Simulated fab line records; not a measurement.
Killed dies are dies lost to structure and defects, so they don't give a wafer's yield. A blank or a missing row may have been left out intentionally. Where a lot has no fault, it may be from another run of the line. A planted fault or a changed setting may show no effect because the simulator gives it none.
Split-lot experiment | flow berkeley cmos170 | 23 wafers read across 5 lots, on a route 331 steps long

== THE SPLIT ==
At UCB170_M2_SPUTTER_01 (material Al, target thk 900 nm, time 120 s), the setting time s was moved away from the recipe's 120 s on 8 of the 23 wafers read, by -14.8% to +12.9%. For the rest of the wafers, this setting stayed at what the recipe calls for.

== FROM THE SPLIT TO THE READING: what the file shows between them, 4 steps ==
- UCB170_M2_RS_MEAS_02: measures by four-point-probe
- UCB170_M2_THK_MEAS_03: measures by xrf
- UCB170_M2_DEVELOP_14: develop time 45 s (also split here: develop time s)
- UCB170_M2_ETCH_17: etches BARC in N2/H2

== THE READING ==
oes product au, in a.u., at UCB170_M2_METAL_ETCH_18 (etches Al in Cl2/BCl3, stops on SiO2, target depth 1170 nm, time 195 s). Typical for fault-free wafers on this fab line: 0.857 a.u., with standard deviation 0.0093 a.u.

wafer  | tool, chamber at the split | time s as run, s | against the recipe | oes product au, a.u. | against lot-mates on the recipe
L078.1 | pvd sputter-04, -          | 135.5            | +12.9%             | 0.907                | +0.052
L078.2 | pvd sputter-04, -          | 135.5            | +12.9%             | 0.923                | +0.069
L078.3 | pvd sputter-04, -          | 135.5            | +12.9%             | 0.918                | +0.064
L078.4 | pvd sputter-04, -          | 120              | recipe             | 0.858                | -
L078.5 | pvd sputter-04, -          | 120              | recipe             | 0.851                | -
L080.1 | pvd sputter-02, -          | 125.5            | +4.6%              | 0.859                | +0.008
L080.2 | pvd sputter-02, -          | 120              | recipe             | 0.862                | -
L080.3 | pvd sputter-02, -          | 125.5            | +4.6%              | 0.860                | +0.009
L080.4 | pvd sputter-02, -          | 125.5            | +4.6%              | 0.898                | +0.047
L080.6 | pvd sputter-02, -          | 120              | recipe             | 0.839                | -
L076.2 | pvd sputter-03, -          | 120              | recipe             | 0.866                | -
L076.3 | pvd sputter-03, -          | 120              | recipe             | 0.849                | -
L076.4 | pvd sputter-03, -          | 120              | recipe             | 0.855                | -
L076.5 | pvd sputter-03, -          | 120              | recipe             | 0.864                | -
L076.6 | pvd sputter-03, -          | 120              | recipe             | 0.862                | -
L081.2 | pvd sputter-03, -          | 120              | recipe             | 0.881                | -
L081.3 | pvd sputter-03, -          | 120              | recipe             | 0.879                | -
L081.4 | pvd sputter-03, -          | 120              | recipe             | 0.843                | -
L085.2 | pvd sputter-04, -          | 120              | recipe             | 0.861                | -
L085.3 | pvd sputter-04, -          | 102.2            | -14.8%             | 0.781                | -0.080
L085.4 | pvd sputter-04, -          | 102.2            | -14.8%             | 0.795                | -0.066
L085.5 | pvd sputter-04, -          | 120              | recipe             | 0.848                | -
L085.6 | pvd sputter-04, -          | 120              | recipe             | 0.873                | -

THE FIT
A straight line over all 23 wafers: oes product au changes by +0.00451 a.u. for each +1% of time s; r = +0.92; the points scatter about the line by 0.013 a.u.
The same after taking each lot's own level away (the mean of its wafers on the recipe; 23 wafers): +0.00483 a.u. for each +1%; r = +0.94; scatter 0.012 a.u.
That fit puts the effect of the largest move of time s on the reading at 0.072 a.u.
Measured against the standard deviation above, the lots' own levels, which go from 0.8505 to 0.8677 a.u., span 1.8 times it.
The two slopes are in agreement: the lot-to-lot level therefore moves the slope only a little.
Check: -0.0685 a.u. against its lot-mates is what the line predicts for one of the wafers moved furthest among these (-14.8%) when that wafer is left out of the fit. It came out at -0.0797 a.u. against them.

== OTHER SPLITS ON THESE WAFERS ==
These wafers also went through other splits before the reading. Each is held against what the fit with the lots' levels taken away leaves over:
other split on the same wafers      | wafers away from the commonest value | r with oes product au (lot level and that fit taken away)
UCB170_M2_DEVELOP_14 develop time s | 9                                    | -0.29

== THE WHOLE CHAIN: every reading that the file lists as answering this split, in the file's order ==
step                    | what it does                                                           | reading                                                                     | change (the file's fit)                   | r (the file's)
UCB170_M2_SPUTTER_01    | material Al, target thk 900 nm, time 120 s                             | Al_of_M2_SPUTTER_01.thk nm (the simulator's own value, which no gauge read) | +9.04 nm for each +1% of the setting      | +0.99
UCB170_M2_RS_MEAS_02    | measures by four-point-probe                                           | M2_AL_RS                                                                    | -0.000337 for each +1% of the setting     | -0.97
UCB170_M2_THK_MEAS_03   | measures by xrf                                                        | M2_AL_THK                                                                   | +9.1 for each +1% of the setting          | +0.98
UCB170_M2_METAL_ETCH_18 | etches Al in Cl2/BCl3, stops on SiO2, target depth 1170 nm, time 195 s | oes product au                                                              | +0.00482 a.u. for each +1% of the setting | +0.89

== THE FILE'S OWN FIT ==
oes product au changes by +0.00482 a.u. for each +1% of time s, r = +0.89.
